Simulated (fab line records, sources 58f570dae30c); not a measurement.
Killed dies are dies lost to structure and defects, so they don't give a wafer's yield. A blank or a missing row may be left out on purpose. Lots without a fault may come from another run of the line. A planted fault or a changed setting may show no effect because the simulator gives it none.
Split-lot experiment | flow berkeley_cmos170 | 5 lots, 23 wafers read, on a route of 331 steps

THE SPLIT
At UCB170_NSD_IMPLANT_08, the setting energy_kev was moved away from the recipe's 40 on 6 of the 23 wafers read, by -1.8% to +3.3%. The other wafers ran this setting at the recipe's value.

FROM THE SPLIT TO THE READING: what the file shows between them, 3 steps
- UCB170_NSD_STRIP_09: strips in O2
- UCB170_NSD_CLEAN_11: cleans in SPM, time 600 s
- UCB170_SDANNEAL_RTA_01: time 5 s

THE READING
NSD_RS, in ohm/sq, at UCB170_SDANNEAL_RS_MEAS_03 (measures by four-point-probe). Fault-free wafers of this fab line usually give 37.30 ohm/sq, standard deviation 0.095 ohm/sq.

wafer  | tool, chamber at the split | energy_kev as run | against the recipe | NSD_RS, ohm/sq | against lot-mates on the recipe
L075.4 | implanter-04, 0            | 40                | recipe             | 37.38          | -
L075.5 | implanter-04, 0            | 40                | recipe             | 37.38          | -
L075.6 | implanter-04, 0            | 40                | recipe             | 37.27          | -
L076.1 | implanter-01, 0            | 40                | recipe             | 37.26          | -
L076.2 | implanter-01, 0            | 39.27             | -1.8%              | 37.62          | +0.31
L076.3 | implanter-01, 0            | 39.27             | -1.8%              | 37.54          | +0.23
L076.4 | implanter-01, 0            | 39.27             | -1.8%              | 37.51          | +0.20
L076.6 | implanter-01, 0            | 40                | recipe             | 37.36          | -
L079.1 | implanter-01, 0            | 40                | recipe             | 37.36          | -
L079.2 | implanter-01, 0            | 40                | recipe             | 37.21          | -
L079.3 | implanter-01, 0            | 40                | recipe             | 37.22          | -
L079.5 | implanter-01, 0            | 40                | recipe             | 37.29          | -
L079.6 | implanter-01, 0            | 40                | recipe             | 37.32          | -
L083.1 | implanter-01, 0            | 41.32             | +3.3%              | 36.75          | -0.48
L083.2 | implanter-01, 0            | 41.32             | +3.3%              | 36.75          | -0.48
L083.3 | implanter-01, 0            | 40                | recipe             | 37.25          | -
L083.5 | implanter-01, 0            | 40                | recipe             | 37.20          | -
L083.6 | implanter-01, 0            | 41.32             | +3.3%              | 36.81          | -0.41
L085.1 | implanter-01, 0            | 40                | recipe             | 37.31          | -
L085.2 | implanter-01, 0            | 40                | recipe             | 37.37          | -
L085.3 | implanter-01, 0            | 40                | recipe             | 37.36          | -
L085.4 | implanter-01, 0            | 40                | recipe             | 37.38          | -
L085.6 | implanter-01, 0            | 40                | recipe             | 37.29          | -

THE FIT
A straight line over all 23 wafers: NSD_RS changes by -0.156 ohm/sq for each +1% of energy_kev; r = -0.96; the points scatter about the line by 0.061 ohm/sq.
The same after taking each lot's own level away (the mean of its wafers on the recipe; 23 wafers): -0.137 ohm/sq for each +1%; r = -0.97; scatter 0.047 ohm/sq.
On that fit, the largest move of energy_kev shifts the reading by 0.45 ohm/sq.
The lots' own levels span 37.225 to 37.343 ohm/sq, that is 1.2 times the standard deviation above.
So the lot-to-lot level changes the slope: the two fits differ.
Check: with one of the wafers moved furthest among these (+3.3%) left out of the fit, the line predicts -0.445 ohm/sq for it against its lot-mates. It came out at -0.475 ohm/sq against them.

OTHER SPLITS ON THESE WAFERS
These wafers also went through other splits before the reading. Each is held against what the fit with the lots' levels taken away leaves over:
other split on the same wafers   | wafers away from the commonest value | r with NSD_RS (lot level and that fit taken away)
UCB170_START_OXIDATION_02 temp_c | 10                                   | -0.01
UCB170_FIELD_OXIDATION_01 temp_c | 10                                   | +0.00
UCB170_SACOX_OXIDATION_01 temp_c | 10                                   | +0.00
UCB170_PVT_SOFTBAKE_02 time_s    | 9                                    | +0.15
UCB170_SPACER_CVD_00 rf_w        | 11                                   | +0.03
UCB170_NSD_PEB_04 peb_temp_c     | 8                                    | -0.18

THE WHOLE CHAIN: every reading that the file lists as answering this split, in the file's order
step                       | what it does                 | reading                                                         | change (the file's fit)               | r (the file's)
UCB170_NSD_IMPLANT_08      |                              | implant.rp_nm (the simulator's own value, which no gauge read)  | +0.47 nm for each +1% of the setting  | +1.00
UCB170_NSD_IMPLANT_08      |                              | implant.drp_nm (the simulator's own value, which no gauge read) | +0.179 nm for each +1% of the setting | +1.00
UCB170_NSD_STRIP_09        | strips in O2                 | strip_time_to_endpoint_s                                        | withheld for each +1% of the setting  | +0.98
UCB170_SDANNEAL_RS_MEAS_03 | measures by four-point-probe | NSD_RS                                                          | -0.138 for each +1% of the setting    | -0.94

THE FILE'S OWN FIT
NSD_RS changes by -0.138 ohm/sq for each +1% of energy_kev, r = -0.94.
